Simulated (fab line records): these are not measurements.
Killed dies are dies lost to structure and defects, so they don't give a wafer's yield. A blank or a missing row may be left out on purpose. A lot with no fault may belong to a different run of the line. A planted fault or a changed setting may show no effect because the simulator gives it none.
fab line records || flow rit-cmos || part 2 of 2: steps 32 to 42 of 42
record {"lots": 5, "wafers": 15, "last-day": 7}
route steps=202 shown PLDD@122 SPACER@125 NSD@131 PSD@142 SDANNEAL@153 NLDD@160 SILICIDE@161
lots that met no fault: from a run of the same line without faults
start-h: start of the lot's first displayed wafer, in hours after the record's first day || wait-h: how many hours have passed since the lot's step before this one || " unchanged from the row above || L1.1+2: several wafers, shown together as one row || - value missing, or start not given || * or withheld: withheld || < > ~ a bound
route shown NAME@n: names a module that has steps shown in the file, with the first one's number in the route || usual: the fault-free wafers' mean and standard deviation || same: alike in all rows || chamber/n: place in a boat || sites: each site's reading || _std_site: their standard deviation || _edge_site: mean of outer sites minus mean of inner sites || radius-mm: how far each site lies from the wafer's centre || mask NAME#n: copy n || behind: tool/chamber where the wafer was last shaped || hold: the reason the lot was held/the length of the hold in hours/how it ended || device: the n, p or np transistor that did not switch || end of line: at the end of the route, the tests of the same wafers || a step with no rows: only its recipe || killed: dies that structure and defects cost at the first sort, which is not the same as the wafer's yield || map: per-die view of a wafer (x killed, . not killed, _ where there is no die)
set.NAME: the setting as run; set.NAME@STEP: as run at that earlier step || model.NAME: the simulator's own value behind a step, which no gauge read
certain route steps with their lots: each step a table, each wafer a row
services: a tool's chamber out of use, with start hour (start-h, from the record's first day; less than 0 if before it), hours out, and reason
## steps
# step RIT_SDANNEAL_CLEAN_00
# recipe {"chemistry": "SC1", "mix": "3:3:50", "time-s": 600, "temp-c": 75}
{"lot.wafer": "L076.1+2+4", "tool": "wet-bench-01", "chamber": 1, "start-h": 63.25, "wait-h": 0.1}
{"lot.wafer": "L084.2+3+5", "tool": "wet-bench-03", "chamber": 0, "start-h": 101.52, "wait-h": 0.0}
{"lot.wafer": "L091.2+4+6", "tool": "wet-bench-03", "chamber": 3, "start-h": 134.70, "wait-h": 0.0}
{"lot.wafer": "L096.1+2+3", "tool": "wet-bench-01", "chamber": 0, "start-h": 159.45, "wait-h": 0.1}
{"lot.wafer": "L097.1+3+6", "tool": "wet-bench-03", "chamber": 2, "start-h": 163.55, "wait-h": 0.1}
# step RIT_SDANNEAL_CLEAN_01
# recipe {"chemistry": "dHF", "dilution": "50:1", "time-s": 30}
{"lot.wafer": "L076.1+2+4", "tool": "wet-bench-04", "chamber": 3, "start-h": 63.42, "wait-h": 0.0}
{"lot.wafer": "L084.2+3+5", "tool": "wet-bench-04", "chamber": 2, "start-h": 101.69, "wait-h": 0.0}
{"lot.wafer": "L091.2+4+6", "tool": "wet-bench-01", "chamber": 2, "start-h": 134.88, "wait-h": 0.0}
{"lot.wafer": "L096.1+2+3", "tool": "wet-bench-03", "chamber": 1, "start-h": 159.62, "wait-h": 0.0}
{"lot.wafer": "L097.1+3+6", "tool": "wet-bench-01", "chamber": 2, "start-h": 163.74, "wait-h": 0.0}
# step RIT_SDANNEAL_CLEAN_02
# recipe {"chemistry": "SC2", "mix": "3:3:50", "time-s": 600, "temp-c": 75, "dry": "n2-spin"}
{"lot.wafer": "L076.1+2+4", "tool": "wet-bench-03", "chamber": 1, "start-h": 63.44, "wait-h": 0.0}
{"lot.wafer": "L084.2+3+5", "tool": "wet-bench-01", "chamber": 0, "start-h": 101.71, "wait-h": 0.0}
{"lot.wafer": "L091.2+4+6", "tool": "wet-bench-04", "chamber": 2, "start-h": 134.90, "wait-h": 0.0}
{"lot.wafer": "L096.1+2+3", "tool": "wet-bench-01", "chamber": 0, "start-h": 159.64, "wait-h": 0.0}
{"lot.wafer": "L097.1+3+6", "tool": "wet-bench-04", "chamber": 0, "start-h": 163.75, "wait-h": 0.0}
# step RIT_SDANNEAL_RTA_03
# recipe {"temp-c": 1050, "time-s": 5, "idle-temp-c": 600, "ramp-up-c-per-s": 342, "ramp-down-c-per-s": 171, "cool-to-c": 600, "ambient": "N2"}
# usual {"wafer_temp_C_max": "1053.5/1.1"}
{"lot.wafer": "L076.1", "tool": "rtp-anneal-02", "chamber": 0, "start-h": 63.62, "wait-h": 0.0, "wafer_temp_C_max": 1053.3}
{"lot.wafer": "L076.2", "tool": "rtp-anneal-02", "chamber": 0, "start-h": 63.62, "wait-h": 0.0, "wafer_temp_C_max": 1054.7}
{"lot.wafer": "L076.4", "tool": "rtp-anneal-02", "chamber": 0, "start-h": 63.62, "wait-h": 0.0, "wafer_temp_C_max": 1053.0}
{"lot.wafer": "L084.2", "tool": "rtp-anneal-02", "chamber": 0, "start-h": 101.93, "wait-h": 0.0, "wafer_temp_C_max": 1053.5}
{"lot.wafer": "L084.3", "tool": "rtp-anneal-02", "chamber": 0, "start-h": 101.93, "wait-h": 0.0, "wafer_temp_C_max": 1053.9}
{"lot.wafer": "L084.5", "tool": "rtp-anneal-02", "chamber": 0, "start-h": 101.93, "wait-h": 0.0, "wafer_temp_C_max": 1051.3}
{"lot.wafer": "L091.2", "tool": "rtp-anneal-02", "chamber": 0, "start-h": 135.08, "wait-h": 0.0, "wafer_temp_C_max": 1054.7}
{"lot.wafer": "L091.4", "tool": "rtp-anneal-02", "chamber": 0, "start-h": 135.08, "wait-h": 0.0, "wafer_temp_C_max": 1052.4}
{"lot.wafer": "L091.6", "tool": "rtp-anneal-02", "chamber": 0, "start-h": 135.08, "wait-h": 0.0, "wafer_temp_C_max": 1055.1}
{"lot.wafer": "L096.1", "tool": "rtp-anneal-01", "chamber": 0, "start-h": 159.82, "wait-h": 0.0, "wafer_temp_C_max": 1051.9}
{"lot.wafer": "L096.2", "tool": "rtp-anneal-01", "chamber": 0, "start-h": 159.82, "wait-h": 0.0, "wafer_temp_C_max": 1054.7}
{"lot.wafer": "L096.3", "tool": "rtp-anneal-01", "chamber": 0, "start-h": 159.82, "wait-h": 0.0, "wafer_temp_C_max": 1054.0}
{"lot.wafer": "L097.1", "tool": "rtp-anneal-02", "chamber": 0, "start-h": 163.95, "wait-h": 0.0, "wafer_temp_C_max": 1053.5}
{"lot.wafer": "L097.3", "tool": "rtp-anneal-02", "chamber": 0, "start-h": 163.95, "wait-h": 0.0, "wafer_temp_C_max": 1054.4}
{"lot.wafer": "L097.6", "tool": "rtp-anneal-02", "chamber": 0, "start-h": 163.95, "wait-h": 0.0, "wafer_temp_C_max": 1053.9}
# step RIT_SDANNEAL_RS_MEAS_04
# recipe {"thk-meas-gauge": "four-point-probe"}
# usual {"PSD_RS": "115.88/0.29"}
{"lot.wafer": "L076.1", "tool": "film-metro-01", "chamber": "-", "start-h": 63.67, "wait-h": 0.0, "PSD_RS[ohm/sq]": 116.20}
{"lot.wafer": "L076.2", "tool": "film-metro-01", "chamber": "-", "start-h": 63.67, "wait-h": 0.0, "PSD_RS[ohm/sq]": 116.65}
{"lot.wafer": "L076.4", "tool": "film-metro-01", "chamber": "-", "start-h": 63.67, "wait-h": 0.0, "PSD_RS[ohm/sq]": 115.98}
{"lot.wafer": "L084.2", "tool": "film-metro-03", "chamber": "-", "start-h": 102.00, "wait-h": 0.1, "PSD_RS[ohm/sq]": 116.07}
{"lot.wafer": "L084.3", "tool": "film-metro-03", "chamber": "-", "start-h": 102.00, "wait-h": 0.1, "PSD_RS[ohm/sq]": 116.36}
{"lot.wafer": "L084.5", "tool": "film-metro-03", "chamber": "-", "start-h": 102.00, "wait-h": 0.1, "PSD_RS[ohm/sq]": 116.19}
{"lot.wafer": "L091.2", "tool": "film-metro-01", "chamber": "-", "start-h": 135.15, "wait-h": 0.1, "PSD_RS[ohm/sq]": 115.93}
{"lot.wafer": "L091.4", "tool": "film-metro-01", "chamber": "-", "start-h": 135.15, "wait-h": 0.1, "PSD_RS[ohm/sq]": 115.93}
{"lot.wafer": "L091.6", "tool": "film-metro-01", "chamber": "-", "start-h": 135.15, "wait-h": 0.1, "PSD_RS[ohm/sq]": 116.19}
{"lot.wafer": "L096.1", "tool": "film-metro-02", "chamber": "-", "start-h": 159.88, "wait-h": 0.0, "PSD_RS[ohm/sq]": 116.05}
{"lot.wafer": "L096.2", "tool": "film-metro-02", "chamber": "-", "start-h": 159.88, "wait-h": 0.0, "PSD_RS[ohm/sq]": 116.28}
{"lot.wafer": "L096.3", "tool": "film-metro-02", "chamber": "-", "start-h": 159.88, "wait-h": 0.0, "PSD_RS[ohm/sq]": 116.26}
{"lot.wafer": "L097.1", "tool": "film-metro-02", "chamber": "-", "start-h": 164.00, "wait-h": 0.0, "PSD_RS[ohm/sq]": 116.46}
{"lot.wafer": "L097.3", "tool": "film-metro-02", "chamber": "-", "start-h": 164.00, "wait-h": 0.0, "PSD_RS[ohm/sq]": 115.90}
{"lot.wafer": "L097.6", "tool": "film-metro-02", "chamber": "-", "start-h": 164.00, "wait-h": 0.0, "PSD_RS[ohm/sq]": 116.14}
# step RIT_SDANNEAL_RS_MEAS_05
# recipe {"thk-meas-gauge": "four-point-probe"}
# usual {"NSD_RS": "84.52/0.24"}
{"lot.wafer": "L076.1", "tool": "film-metro-01", "chamber": "-", "start-h": 63.79, "wait-h": 0.1, "NSD_RS[ohm/sq]": 84.86}
{"lot.wafer": "L076.2", "tool": "film-metro-01", "chamber": "-", "start-h": 63.79, "wait-h": 0.1, "NSD_RS[ohm/sq]": 84.87}
{"lot.wafer": "L076.4", "tool": "film-metro-01", "chamber": "-", "start-h": 63.79, "wait-h": 0.1, "NSD_RS[ohm/sq]": 84.87}
{"lot.wafer": "L084.2", "tool": "film-metro-03", "chamber": "-", "start-h": 102.12, "wait-h": 0.1, "NSD_RS[ohm/sq]": 84.27}
{"lot.wafer": "L084.3", "tool": "film-metro-03", "chamber": "-", "start-h": 102.12, "wait-h": 0.1, "NSD_RS[ohm/sq]": 84.05}
{"lot.wafer": "L084.5", "tool": "film-metro-03", "chamber": "-", "start-h": 102.12, "wait-h": 0.1, "NSD_RS[ohm/sq]": 84.36}
{"lot.wafer": "L091.2", "tool": "film-metro-01", "chamber": "-", "start-h": 135.27, "wait-h": 0.1, "NSD_RS[ohm/sq]": 84.87}
{"lot.wafer": "L091.4", "tool": "film-metro-01", "chamber": "-", "start-h": 135.27, "wait-h": 0.1, "NSD_RS[ohm/sq]": 84.57}
{"lot.wafer": "L091.6", "tool": "film-metro-01", "chamber": "-", "start-h": 135.27, "wait-h": 0.1, "NSD_RS[ohm/sq]": 84.52}
{"lot.wafer": "L096.1", "tool": "film-metro-02", "chamber": "-", "start-h": 160.00, "wait-h": 0.1, "NSD_RS[ohm/sq]": 84.39}
{"lot.wafer": "L096.2", "tool": "film-metro-02", "chamber": "-", "start-h": 160.00, "wait-h": 0.1, "NSD_RS[ohm/sq]": 84.62}
{"lot.wafer": "L096.3", "tool": "film-metro-02", "chamber": "-", "start-h": 160.00, "wait-h": 0.1, "NSD_RS[ohm/sq]": 84.28}
{"lot.wafer": "L097.1", "tool": "film-metro-02", "chamber": "-", "start-h": 164.12, "wait-h": 0.1, "NSD_RS[ohm/sq]": 84.34}
{"lot.wafer": "L097.3", "tool": "film-metro-02", "chamber": "-", "start-h": 164.12, "wait-h": 0.1, "NSD_RS[ohm/sq]": 84.43}
{"lot.wafer": "L097.6", "tool": "film-metro-02", "chamber": "-", "start-h": 164.12, "wait-h": 0.1, "NSD_RS[ohm/sq]": 84.51}
# step RIT_SDANNEAL_RS_MEAS_06
# recipe {"thk-meas-gauge": "four-point-probe"}
# usual {"PLDD_RS": "178.7/0.46"}
{"lot.wafer": "L076.1", "tool": "film-metro-01", "chamber": "-", "start-h": 63.91, "wait-h": 0.1, "PLDD_RS[ohm/sq]": 178.7}
{"lot.wafer": "L076.2", "tool": "film-metro-01", "chamber": "-", "start-h": 63.91, "wait-h": 0.1, "PLDD_RS[ohm/sq]": 178.9}
{"lot.wafer": "L076.4", "tool": "film-metro-01", "chamber": "-", "start-h": 63.91, "wait-h": 0.1, "PLDD_RS[ohm/sq]": 179.0}
{"lot.wafer": "L084.2", "tool": "film-metro-03", "chamber": "-", "start-h": 102.24, "wait-h": 0.1, "PLDD_RS[ohm/sq]": 179.1}
{"lot.wafer": "L084.3", "tool": "film-metro-03", "chamber": "-", "start-h": 102.24, "wait-h": 0.1, "PLDD_RS[ohm/sq]": 179.0}
{"lot.wafer": "L084.5", "tool": "film-metro-03", "chamber": "-", "start-h": 102.24, "wait-h": 0.1, "PLDD_RS[ohm/sq]": 178.9}
{"lot.wafer": "L091.2", "tool": "film-metro-01", "chamber": "-", "start-h": 135.39, "wait-h": 0.1, "PLDD_RS[ohm/sq]": 178.4}
{"lot.wafer": "L091.4", "tool": "film-metro-01", "chamber": "-", "start-h": 135.39, "wait-h": 0.1, "PLDD_RS[ohm/sq]": 178.2}
{"lot.wafer": "L091.6", "tool": "film-metro-01", "chamber": "-", "start-h": 135.39, "wait-h": 0.1, "PLDD_RS[ohm/sq]": 178.6}
{"lot.wafer": "L096.1", "tool": "film-metro-02", "chamber": "-", "start-h": 160.12, "wait-h": 0.1, "PLDD_RS[ohm/sq]": 178.6}
{"lot.wafer": "L096.2", "tool": "film-metro-02", "chamber": "-", "start-h": 160.12, "wait-h": 0.1, "PLDD_RS[ohm/sq]": 178.4}
{"lot.wafer": "L096.3", "tool": "film-metro-02", "chamber": "-", "start-h": 160.12, "wait-h": 0.1, "PLDD_RS[ohm/sq]": 178.4}
{"lot.wafer": "L097.1", "tool": "film-metro-02", "chamber": "-", "start-h": 164.24, "wait-h": 0.1, "PLDD_RS[ohm/sq]": 179.3}
{"lot.wafer": "L097.3", "tool": "film-metro-02", "chamber": "-", "start-h": 164.24, "wait-h": 0.1, "PLDD_RS[ohm/sq]": 179.2}
{"lot.wafer": "L097.6", "tool": "film-metro-02", "chamber": "-", "start-h": 164.24, "wait-h": 0.1, "PLDD_RS[ohm/sq]": 178.8}
# step RIT_SDANNEAL_RS_MEAS_07
# recipe {"thk-meas-gauge": "four-point-probe"}
# usual {"NLDD_RS": "151.5/0.48"}
{"lot.wafer": "L076.1", "tool": "film-metro-01", "chamber": "-", "start-h": 64.03, "wait-h": 0.1, "NLDD_RS[ohm/sq]": 151.6}
{"lot.wafer": "L076.2", "tool": "film-metro-01", "chamber": "-", "start-h": 64.03, "wait-h": 0.1, "NLDD_RS[ohm/sq]": 152.1}
{"lot.wafer": "L076.4", "tool": "film-metro-01", "chamber": "-", "start-h": 64.03, "wait-h": 0.1, "NLDD_RS[ohm/sq]": 151.8}
{"lot.wafer": "L084.2", "tool": "film-metro-03", "chamber": "-", "start-h": 102.36, "wait-h": 0.1, "NLDD_RS[ohm/sq]": 150.8}
{"lot.wafer": "L084.3", "tool": "film-metro-03", "chamber": "-", "start-h": 102.36, "wait-h": 0.1, "NLDD_RS[ohm/sq]": 150.6}
{"lot.wafer": "L084.5", "tool": "film-metro-03", "chamber": "-", "start-h": 102.36, "wait-h": 0.1, "NLDD_RS[ohm/sq]": 150.8}
{"lot.wafer": "L091.2", "tool": "film-metro-01", "chamber": "-", "start-h": 135.51, "wait-h": 0.1, "NLDD_RS[ohm/sq]": 151.4}
{"lot.wafer": "L091.4", "tool": "film-metro-01", "chamber": "-", "start-h": 135.51, "wait-h": 0.1, "NLDD_RS[ohm/sq]": 151.7}
{"lot.wafer": "L091.6", "tool": "film-metro-01", "chamber": "-", "start-h": 135.51, "wait-h": 0.1, "NLDD_RS[ohm/sq]": 151.5}
{"lot.wafer": "L096.1", "tool": "film-metro-02", "chamber": "-", "start-h": 160.24, "wait-h": 0.1, "NLDD_RS[ohm/sq]": 152.0}
{"lot.wafer": "L096.2", "tool": "film-metro-02", "chamber": "-", "start-h": 160.24, "wait-h": 0.1, "NLDD_RS[ohm/sq]": 151.7}
{"lot.wafer": "L096.3", "tool": "film-metro-02", "chamber": "-", "start-h": 160.24, "wait-h": 0.1, "NLDD_RS[ohm/sq]": 151.7}
{"lot.wafer": "L097.1", "tool": "film-metro-02", "chamber": "-", "start-h": 164.36, "wait-h": 0.1, "NLDD_RS[ohm/sq]": 151.7}
{"lot.wafer": "L097.3", "tool": "film-metro-02", "chamber": "-", "start-h": 164.36, "wait-h": 0.1, "NLDD_RS[ohm/sq]": 151.7}
{"lot.wafer": "L097.6", "tool": "film-metro-02", "chamber": "-", "start-h": 164.36, "wait-h": 0.1, "NLDD_RS[ohm/sq]": 151.3}
# step RIT_SILICIDE_WET_ETCH_00
# recipe {"chemistry": "BOE", "target": "SiO2", "target-depth-nm": 14, "time-s": 15, "dry": "n2-spin", "dilution": "10:1", "temp-c": 21.5}
{"lot.wafer": "L076.1+2+4", "tool": "wet-bench-03", "chamber": 3, "start-h": 64.15, "wait-h": 0.1}
{"lot.wafer": "L084.2+3+5", "tool": "wet-bench-03", "chamber": 2, "start-h": 102.46, "wait-h": 0.1}
{"lot.wafer": "L091.2+4+6", "tool": "wet-bench-03", "chamber": 3, "start-h": 135.61, "wait-h": 0.1}
{"lot.wafer": "L096.1+2+3", "tool": "wet-bench-03", "chamber": 3, "start-h": 160.36, "wait-h": 0.1}
{"lot.wafer": "L097.1+3+6", "tool": "wet-bench-03", "chamber": 0, "start-h": 164.48, "wait-h": 0.1}
# step RIT_SILICIDE_SPUTTER_01
# recipe {"material": "Ti", "target-thk-nm": 30, "power-w": 350, "chamber-pressure-pa": 0.667, "gas": "Ar", "time-s": 240, "substrate-temp-c": 25}
# usual {"cathode-dc-power-W": "349.99/0.059", "throttle-valve-pct": "30.4/1"}
{"lot.wafer": "L076.1", "tool": "pvd-sputter-03", "chamber": "-", "start-h": 64.17, "wait-h": 0.0, "cathode-dc-power-W": 349.97, "throttle-valve-pct": 30.0}
{"lot.wafer": "L076.2", "tool": "pvd-sputter-03", "chamber": "-", "start-h": 64.17, "wait-h": 0.0, "cathode-dc-power-W": 349.99, "throttle-valve-pct": 29.5}
{"lot.wafer": "L076.4", "tool": "pvd-sputter-03", "chamber": "-", "start-h": 64.17, "wait-h": 0.0, "cathode-dc-power-W": 350.12, "throttle-valve-pct": 32.3}
{"lot.wafer": "L084.2", "tool": "pvd-sputter-03", "chamber": "-", "start-h": 102.47, "wait-h": 0.0, "cathode-dc-power-W": 349.99, "throttle-valve-pct": 32.2}
{"lot.wafer": "L084.3", "tool": "pvd-sputter-03", "chamber": "-", "start-h": 102.47, "wait-h": 0.0, "cathode-dc-power-W": 349.99, "throttle-valve-pct": 28.6}
{"lot.wafer": "L084.5", "tool": "pvd-sputter-03", "chamber": "-", "start-h": 102.47, "wait-h": 0.0, "cathode-dc-power-W": 349.98, "throttle-valve-pct": 32.4}
{"lot.wafer": "L091.2", "tool": "pvd-sputter-04", "chamber": "-", "start-h": 135.62, "wait-h": 0.0, "cathode-dc-power-W": 349.94, "throttle-valve-pct": 31.1}
{"lot.wafer": "L091.4", "tool": "pvd-sputter-04", "chamber": "-", "start-h": 135.62, "wait-h": 0.0, "cathode-dc-power-W": 350.05, "throttle-valve-pct": 30.2}
{"lot.wafer": "L091.6", "tool": "pvd-sputter-04", "chamber": "-", "start-h": 135.62, "wait-h": 0.0, "cathode-dc-power-W": 350.08, "throttle-valve-pct": 30.4}
{"lot.wafer": "L096.1", "tool": "pvd-sputter-03", "chamber": "-", "start-h": 160.37, "wait-h": 0.0, "cathode-dc-power-W": 349.96, "throttle-valve-pct": 28.5}
{"lot.wafer": "L096.2", "tool": "pvd-sputter-03", "chamber": "-", "start-h": 160.37, "wait-h": 0.0, "cathode-dc-power-W": 350.07, "throttle-valve-pct": 32.2}
{"lot.wafer": "L096.3", "tool": "pvd-sputter-03", "chamber": "-", "start-h": 160.37, "wait-h": 0.0, "cathode-dc-power-W": 350.01, "throttle-valve-pct": 30.0}
{"lot.wafer": "L097.1", "tool": "pvd-sputter-04", "chamber": "-", "start-h": 164.50, "wait-h": 0.0, "cathode-dc-power-W": 349.96, "throttle-valve-pct": 31.4}
{"lot.wafer": "L097.3", "tool": "pvd-sputter-04", "chamber": "-", "start-h": 164.50, "wait-h": 0.0, "cathode-dc-power-W": 350.03, "throttle-valve-pct": 30.1}
{"lot.wafer": "L097.6", "tool": "pvd-sputter-04", "chamber": "-", "start-h": 164.50, "wait-h": 0.0, "cathode-dc-power-W": 349.96, "throttle-valve-pct": 30.1}
# step RIT_SILICIDE_RS_MEAS_02
# recipe {"thk-meas-gauge": "four-point-probe", "reads": "Ti_of_SILICIDE_SPUTTER_01"}
# usual {"SILICIDE_TI_RS": "47.8/0.67"}
{"lot.wafer": "L076.1", "tool": "film-metro-04", "chamber": "-", "start-h": 64.32, "wait-h": 0.1, "SILICIDE_TI_RS[ohm/sq]": 47.6}
{"lot.wafer": "L076.2", "tool": "film-metro-04", "chamber": "-", "start-h": 64.32, "wait-h": 0.1, "SILICIDE_TI_RS[ohm/sq]": 47.6}
{"lot.wafer": "L076.4", "tool": "film-metro-04", "chamber": "-", "start-h": 64.32, "wait-h": 0.1, "SILICIDE_TI_RS[ohm/sq]": 47.6}
{"lot.wafer": "L084.2", "tool": "film-metro-01", "chamber": "-", "start-h": 102.64, "wait-h": 0.1, "SILICIDE_TI_RS[ohm/sq]": 47.8}
{"lot.wafer": "L084.3", "tool": "film-metro-01", "chamber": "-", "start-h": 102.64, "wait-h": 0.1, "SILICIDE_TI_RS[ohm/sq]": 47.8}
{"lot.wafer": "L084.5", "tool": "film-metro-01", "chamber": "-", "start-h": 102.64, "wait-h": 0.1, "SILICIDE_TI_RS[ohm/sq]": 47.7}
{"lot.wafer": "L091.2", "tool": "film-metro-04", "chamber": "-", "start-h": 135.79, "wait-h": 0.1, "SILICIDE_TI_RS[ohm/sq]": 48.2}
{"lot.wafer": "L091.4", "tool": "film-metro-04", "chamber": "-", "start-h": 135.79, "wait-h": 0.1, "SILICIDE_TI_RS[ohm/sq]": 48.1}
{"lot.wafer": "L091.6", "tool": "film-metro-04", "chamber": "-", "start-h": 135.79, "wait-h": 0.1, "SILICIDE_TI_RS[ohm/sq]": 48.4}
{"lot.wafer": "L096.1", "tool": "film-metro-01", "chamber": "-", "start-h": 160.52, "wait-h": 0.1, "SILICIDE_TI_RS[ohm/sq]": 49.7}
{"lot.wafer": "L096.2", "tool": "film-metro-01", "chamber": "-", "start-h": 160.52, "wait-h": 0.1, "SILICIDE_TI_RS[ohm/sq]": 48.9}
{"lot.wafer": "L096.3", "tool": "film-metro-01", "chamber": "-", "start-h": 160.52, "wait-h": 0.1, "SILICIDE_TI_RS[ohm/sq]": 48.3}
{"lot.wafer": "L097.1", "tool": "film-metro-04", "chamber": "-", "start-h": 164.65, "wait-h": 0.1, "SILICIDE_TI_RS[ohm/sq]": 47.6}
{"lot.wafer": "L097.3", "tool": "film-metro-04", "chamber": "-", "start-h": 164.65, "wait-h": 0.1, "SILICIDE_TI_RS[ohm/sq]": 46.9}
{"lot.wafer": "L097.6", "tool": "film-metro-04", "chamber": "-", "start-h": 164.65, "wait-h": 0.1, "SILICIDE_TI_RS[ohm/sq]": 46.9}
## services
{"tool": "implanter-04", "chamber": "-", "start-h": 37.16, "hours": 0.6, "kind": "repair"}
{"tool": "implanter-02", "chamber": "-", "start-h": 41.72, "hours": 3.7, "kind": "repair"}
{"tool": "implanter-03", "chamber": "-", "start-h": 41.97, "hours": 2.5, "kind": "repair"}
{"tool": "implanter-04", "chamber": "-", "start-h": 47.88, "hours": 2.1, "kind": "pm"}
{"tool": "plasma-asher-02", "chamber": "-", "start-h": 50.39, "hours": 3.1, "kind": "repair"}
{"tool": "pvd-sputter-03", "chamber": "-", "start-h": 59.24, "hours": 2.6, "kind": "repair"}
{"tool": "rie-diel-01", "chamber": 2, "start-h": 63.80, "hours": 7.4, "kind": "repair"}
{"tool": "wet-bench-02", "chamber": "-", "start-h": 64.77, "hours": 3.3, "kind": "repair"}
{"tool": "pvd-sputter-04", "chamber": "-", "start-h": 68.57, "hours": 2.7, "kind": "repair"}
{"tool": "plasma-asher-04", "chamber": "-", "start-h": 78.37, "hours": 17.6, "kind": "repair"}
{"tool": "rie-diel-03", "chamber": "-", "start-h": 90.50, "hours": 2.8, "kind": "pm"}
{"tool": "rie-diel-03", "chamber": "-", "start-h": 94.52, "hours": 0.1, "kind": "repair"}
{"tool": "implanter-04", "chamber": "-", "start-h": 106.25, "hours": 1.9, "kind": "repair"}
{"tool": "rtp-anneal-02", "chamber": "-", "start-h": 107.59, "hours": 4.7, "kind": "pm"}
{"tool": "plasma-asher-03", "chamber": "-", "start-h": 108.75, "hours": 9.0, "kind": "pm"}
{"tool": "plasma-asher-02", "chamber": "-", "start-h": 111.69, "hours": 0.8, "kind": "repair"}
{"tool": "implanter-03", "chamber": "-", "start-h": 113.44, "hours": 3.2, "kind": "repair"}
{"tool": "plasma-asher-01", "chamber": "-", "start-h": 122.12, "hours": 4.2, "kind": "pm"}
{"tool": "pvd-sputter-03", "chamber": "-", "start-h": 145.52, "hours": 5.8, "kind": "repair"}
{"tool": "implanter-03", "chamber": "-", "start-h": 149.44, "hours": 3.8, "kind": "repair"}
{"tool": "implanter-02", "chamber": "-", "start-h": 154.64, "hours": 11.8, "kind": "pm"}
{"tool": "pvd-sputter-03", "chamber": "-", "start-h": 156.37, "hours": 2.7, "kind": "repair"}
{"tool": "wet-bench-04", "chamber": "-", "start-h": 156.92, "hours": 2.9, "kind": "repair"}
{"tool": "plasma-asher-04", "chamber": "-", "start-h": 160.67, "hours": 3.1, "kind": "repair"}
